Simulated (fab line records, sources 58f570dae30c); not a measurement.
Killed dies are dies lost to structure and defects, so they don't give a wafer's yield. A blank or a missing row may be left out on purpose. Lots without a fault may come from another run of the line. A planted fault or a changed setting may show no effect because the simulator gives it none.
Which tool did it? | flow berkeley_cmos170 | 14 lots, 42 wafers sampled, at 5 steps of a route of 331

WHAT THE GAUGES READ, wafer by wafer
UCB170_NWELL_TW_MEAS_16.
lot  | measured    | on            | NWELL_TW
L421 | day 2 11:00 | film_metro-01 | 1235 1232 1231
L423 | day 2 19:43 | film_metro-03 | 1250 1256 1248
L425 | day 3 00:22 | film_metro-01 | 1238 1234 1235
L429 | day 3 21:32 | film_metro-03 | 1236 1246 1237
L432 | day 4 15:17 | film_metro-01 | 1375 1371 1375
L433 | day 4 19:05 | film_metro-03 | 1395 1388 1391
L435 | day 5 03:50 | film_metro-03 | 1251 1239 1241
L437 | day 5 15:41 | film_metro-04 | 1262 1255 1260
L438 | day 5 21:31 | film_metro-01 | 1224 1235 1224
L439 | day 6 01:03 | film_metro-03 | 1245 1248 1251
L440 | day 6 06:35 | film_metro-01 | 1239 1239 1244
L442 | day 6 18:36 | film_metro-01 | 1245 1248 1243
L443 | day 7 02:37 | film_metro-03 | 1243 1244 1240
L444 | day 7 04:05 | film_metro-04 | 1251 1251 1253

UCB170_PSD_CD_MEAS_06: target cd 1200 nm.
lot  | measured     | on        | cd_nm (nm)
L421 | day 6 13:28  | cd_sem-01 | 1201.7 1200.8 1201.6
L423 | day 6 20:34  | cd_sem-02 | 1200.2 1200.5 1199.4
L425 | day 7 09:29  | cd_sem-01 | 1199.2 1197.7 1198.6
L429 | day 8 10:08  | cd_sem-02 | 1198.4 1198.4 1199.0
L432 | day 8 20:40  | cd_sem-02 | 1200.0 1199.8 1199.0
L433 | day 8 21:00  | cd_sem-01 | 1201.5 1201.1 1200.5
L435 | day 9 14:13  | cd_sem-02 | 1201.6 1201.4 1201.0
L437 | day 10 00:11 | cd_sem-02 | 1199.7 1200.3 1199.9
L438 | day 10 13:10 | cd_sem-01 | 1198.7 1200.5 1200.3
L439 | day 10 13:28 | cd_sem-02 | 1199.1 1199.6 1199.3
L440 | day 10 22:23 | cd_sem-02 | 1201.9 1203.5 1204.3
L442 | day 11 06:25 | cd_sem-02 | 1200.3 1201.7 1200.5
L443 | day 11 18:53 | cd_sem-02 | 1196.8 1197.5 1196.9
L444 | day 12 03:52 | cd_sem-02 | 1200.8 1200.1 1201.3

UCB170_CONTACT_CD_MEAS_15: target cd 700 nm.
lot  | measured     | on        | cd_nm (nm)
L421 | day 7 00:04  | cd_sem-01 | 701.0 700.4 699.8
L423 | day 7 07:13  | cd_sem-02 | 700.4 699.4 700.3
L425 | day 7 18:32  | cd_sem-01 | 698.8 699.5 699.1
L429 | day 8 20:13  | cd_sem-02 | 701.2 702.3 700.8
L432 | day 9 04:36  | cd_sem-01 | 698.2 699.0 698.1
L433 | day 9 08:04  | cd_sem-02 | 698.0 698.1 699.0
L435 | day 10 00:12 | cd_sem-01 | 697.7 697.5 697.8
L437 | day 10 11:55 | cd_sem-02 | 700.2 698.4 699.6
L438 | day 10 21:17 | cd_sem-02 | 698.0 699.9 699.6
L439 | day 10 21:58 | cd_sem-02 | 699.3 700.7 700.4
L440 | day 11 07:05 | cd_sem-01 | 699.7 700.8 698.9
L442 | day 11 17:41 | cd_sem-01 | 702.3 700.4 701.4
L443 | day 12 03:00 | cd_sem-02 | 699.1 698.9 699.4
L444 | day 12 17:31 | cd_sem-02 | 702.9 701.8 701.9

UCB170_M1_CD_MEAS_09: target cd 700 nm.
lot  | measured     | on        | cd_nm (nm)
L421 | day 7 02:16  | cd_sem-01 | 698.5 698.6 698.2
L423 | day 7 09:56  | cd_sem-01 | 699.0 699.1 698.5
L425 | day 7 20:29  | cd_sem-01 | 701.8 701.0 702.1
L429 | day 8 22:10  | cd_sem-01 | 700.8 701.5 701.3
L432 | day 9 06:47  | cd_sem-01 | 698.9 699.1 698.3
L433 | day 9 10:26  | cd_sem-01 | 701.6 702.8 703.0
L435 | day 10 02:37 | cd_sem-02 | 701.1 702.9 702.5
L437 | day 10 13:50 | cd_sem-01 | 701.8 701.4 702.5
L438 | day 10 23:05 | cd_sem-01 | 701.0 699.9 701.1
L439 | day 10 23:59 | cd_sem-02 | 698.8 698.8 699.3
L440 | day 11 09:13 | cd_sem-02 | 698.0 700.0 700.2
L442 | day 11 19:43 | cd_sem-02 | 701.2 701.3 700.5
L443 | day 12 04:59 | cd_sem-01 | 701.0 700.6 701.1
L444 | day 12 19:29 | cd_sem-01 | 699.8 699.7 700.1

WHICH TOOL RAN EACH LOT (tool, then ch and the chambers of the sampled wafers, then the start)
lot  | UCB170_NWELL_IMPLANT_14
L421 | implanter-04 ch 0, day 2 10:45
L423 | implanter-03 ch 0, day 2 19:28
L425 | implanter-04 ch 0, day 3 00:08
L429 | implanter-02 ch 0, day 3 21:17
L432 | implanter-04 ch 0, day 4 15:02
L433 | implanter-04 ch 0, day 4 18:50
L435 | implanter-03 ch 0, day 5 03:35
L437 | implanter-02 ch 0, day 5 15:26
L438 | implanter-03 ch 0, day 5 21:17
L439 | implanter-03 ch 0, day 6 00:50
L440 | implanter-03 ch 0, day 6 06:20
L442 | implanter-03 ch 0, day 6 18:21
L443 | implanter-02 ch 0, day 7 02:22
L444 | implanter-03 ch 0, day 7 03:52
- UCB170_NWELL_IMPLANT_14

WHAT THE TOOLS THEMSELVES READ (means of the sampled wafers that have a number; where no wafer has one, the mark that the record gives instead)
UCB170_NWELL_IMPLANT_14.
lot  | tool         | dose_ions_cm2 | faraday_current_uA
L421 | implanter-04 | 1e+13         | 31.6
L423 | implanter-03 | 1e+13         | 31.9
L425 | implanter-04 | 1e+13         | 31.5
L429 | implanter-02 | 1e+13         | 31.7
L432 | implanter-04 | 1e+13         | 45.7
L433 | implanter-04 | 1e+13         | 44.7
L435 | implanter-03 | 1e+13         | 31.6
L437 | implanter-02 | 1e+13         | 32.0
L438 | implanter-03 | 1e+13         | 31.8
L439 | implanter-03 | 1e+13         | 31.5
L440 | implanter-03 | 1e+13         | 31.7
L442 | implanter-03 | 1e+13         | 31.8
L443 | implanter-02 | 1e+13         | 31.6
L444 | implanter-03 | 1e+13         | 31.7

THE ANSWER, worked out from the rows above alone
Rule: what is usual is taken from the lots themselves. Put in order of their means at a reading, lots are off if they are a third of the lots or fewer, leave a main group of 4 or more, and stand apart from it by a gap of 3 or more times the standard deviation of the main group's means; of several such gaps the widest counts. A main group whose means are all the same, to the digits that the tables above print for the reading, isn't used. A lot without any number at a reading at which 4 lots or more have one is off too. The other lots that the step has rows for count as sound. The gauges are gone through in route order, then the tools' own readings, and for those a lot's mean is taken as printed above. The first step at which some lot is off is used, and at that step the reading that is off furthest; a lot without a number counts as furthest.
Off: L432, L433, at UCB170_NWELL_TW_MEAS_16 (NWELL_TW). The main group: mean 1243, standard deviation 8.4.
A tool fits if, at a process step before that reading, it ran every lot that is off, and no sound lot after the first of them. The gauges at UCB170_NWELL_TW_MEAS_16 aren't tried: what is off there is off at UCB170_NWELL_IMPLANT_14 too, on other tools, and a gauge's error can't cause that. One fits: implanter-04 at UCB170_NWELL_IMPLANT_14. Its last sound lot is L425 (day 3 00:08), its first lot that is off L432 (day 4 15:02): a fault that began between those two fits.
The tool's own readings at UCB170_NWELL_IMPLANT_14 bear it out: on the lots that are off they differ by more than 5 times the standard deviation of the sound lots' means. faraday_current_uA reads 45.2 there against 31.7 on the sound lots.

WHAT THE SIMULATOR HAD PUT IN
Process parameter drift: implanter-04, from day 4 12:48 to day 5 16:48, at UCB170_NWELL_IMPLANT_14. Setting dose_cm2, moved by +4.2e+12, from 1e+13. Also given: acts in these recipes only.
Lots struck among those shown: L432, L433. The rule above found the same.
